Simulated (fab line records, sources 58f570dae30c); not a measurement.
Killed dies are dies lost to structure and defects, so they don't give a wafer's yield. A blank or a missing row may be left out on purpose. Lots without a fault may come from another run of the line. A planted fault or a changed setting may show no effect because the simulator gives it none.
Split-lot experiment | flow berkeley_cmos170 | 5 lots, 23 wafers read, on a route of 331 steps

THE SPLIT
At UCB170_GATE_EXPOSE_09 (exposes mask POLY, target cd 350 nm), the setting dose_mj was moved away from the recipe's 21 on 8 of the 23 wafers read, by -7.5% to +4.2%. The other wafers ran this setting at the recipe's value.

FROM THE SPLIT TO THE READING: what the file shows between them, 6 steps
- UCB170_GATE_PEB_10
- UCB170_GATE_DEVELOP_11: develop time 45 s
- UCB170_GATE_CD_MEAS_12: target cd 350 nm
- UCB170_GATE_ETCH_14: etches BARC in N2/H2
- UCB170_GATE_ETCH_15: etches poly-Si in HBr/Cl2, stops on SiO2, time 56.3 s, target depth 278.2 nm
- UCB170_GATE_STRIP_16: strips in O2

THE READING
cd_nm, in nm, at UCB170_GATE_CD_MEAS_90 (target cd 350 nm). Fault-free wafers of this fab line usually give 349.4 nm, standard deviation 1.4 nm.

wafer  | tool, chamber at the split | dose_mj as run | against the recipe | cd_nm, nm | against lot-mates on the recipe
L077.1 | krf_scanner-02, 0          | 21             | recipe             | 348.3     | -
L077.4 | krf_scanner-02, 0          | 21             | recipe             | 347.9     | -
L077.5 | krf_scanner-02, 0          | 21             | recipe             | 348.9     | -
L079.2 | krf_scanner-02, 0          | 19.96          | -5.0%              | 361.0     | +10.2
L079.3 | krf_scanner-02, 0          | 19.96          | -5.0%              | 361.2     | +10.4
L079.4 | krf_scanner-02, 0          | 21             | recipe             | 351.5     | -
L079.5 | krf_scanner-02, 0          | 19.96          | -5.0%              | 360.3     | +9.6
L079.6 | krf_scanner-02, 0          | 21             | recipe             | 350.0     | -
L084.1 | krf_scanner-02, 0          | 21             | recipe             | 347.7     | -
L084.2 | krf_scanner-02, 0          | 21             | recipe             | 347.1     | -
L084.3 | krf_scanner-02, 0          | 21             | recipe             | 348.1     | -
L084.5 | krf_scanner-02, 0          | 21             | recipe             | 348.1     | -
L084.6 | krf_scanner-02, 0          | 21             | recipe             | 347.6     | -
L081.1 | krf_scanner-02, 0          | 21.88          | +4.2%              | 341.9     | -7.9
L081.2 | krf_scanner-02, 0          | 21             | recipe             | 349.6     | -
L081.4 | krf_scanner-02, 0          | 21             | recipe             | 349.6     | -
L081.5 | krf_scanner-02, 0          | 21.88          | +4.2%              | 342.3     | -7.5
L081.6 | krf_scanner-02, 0          | 21             | recipe             | 350.3     | -
L085.1 | krf_scanner-01, 0          | 21             | recipe             | 348.2     | -
L085.3 | krf_scanner-01, 0          | 19.43          | -7.5%              | 361.8     | +13.9
L085.4 | krf_scanner-01, 0          | 19.43          | -7.5%              | 362.2     | +14.2
L085.5 | krf_scanner-01, 0          | 21             | recipe             | 347.7     | -
L085.6 | krf_scanner-01, 0          | 19.43          | -7.5%              | 363.8     | +15.9

THE FIT
A straight line over all 23 wafers: cd_nm changes by -1.94 nm for each +1% of dose_mj; r = -0.98; the points scatter about the line by 1.5 nm.
The same after taking each lot's own level away (the mean of its wafers on the recipe; 23 wafers): -1.96 nm for each +1%; r = -1.00; scatter 0.54 nm.
On that fit, the largest move of dose_mj shifts the reading by 15 nm.
The lots' own levels span 347.72 to 350.75 nm, that is 2.2 times the standard deviation above.
So the lot-to-lot level changes the slope little: the two slopes agree.
Check: with one of the wafers moved furthest among these (-7.5%) left out of the fit, the line predicts +14.9 nm for it against its lot-mates. It came out at +13.9 nm against them.

OTHER SPLITS ON THESE WAFERS
These wafers also went through other splits before the reading. Each is held against what the fit with the lots' levels taken away leaves over:
other split on the same wafers       | wafers away from the commonest value | r with cd_nm (lot level and that fit taken away)
UCB170_START_OXIDATION_02 ox_time_s  | 10                                   | +0.13
UCB170_PWELL_ETCH_14 rf_w            | 8                                    | +0.04
UCB170_ACTIVE_EXPOSE_10 dose_mj      | 6                                    | +0.05
UCB170_PFIELD_IMPLANT_07 dose_cm2    | 10                                   | -0.05
UCB170_FIELD_OXIDATION_01 temp_c     | 15                                   | +0.17
UCB170_PVT_DEVELOP_05 develop_time_s | 6                                    | +0.40

THE WHOLE CHAIN: every reading that the file lists as answering this split, in the file's order
step                   | what it does                                                                 | reading                                                     | change (the file's fit)              | r (the file's)
UCB170_GATE_CD_MEAS_12 | target cd 350 nm                                                             | cd_nm                                                       | -1.93 nm for each +1% of the setting | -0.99
UCB170_GATE_ETCH_15    | etches poly-Si in HBr/Cl2, stops on SiO2, time 56.3 s, target depth 278.2 nm | GATE.cd_nm (the simulator's own value, which no gauge read) | -1.95 nm for each +1% of the setting | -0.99
UCB170_GATE_CD_MEAS_90 | target cd 350 nm                                                             | cd_nm                                                       | -1.96 nm for each +1% of the setting | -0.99

THE FILE'S OWN FIT
cd_nm changes by -1.96 nm for each +1% of dose_mj, r = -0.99.
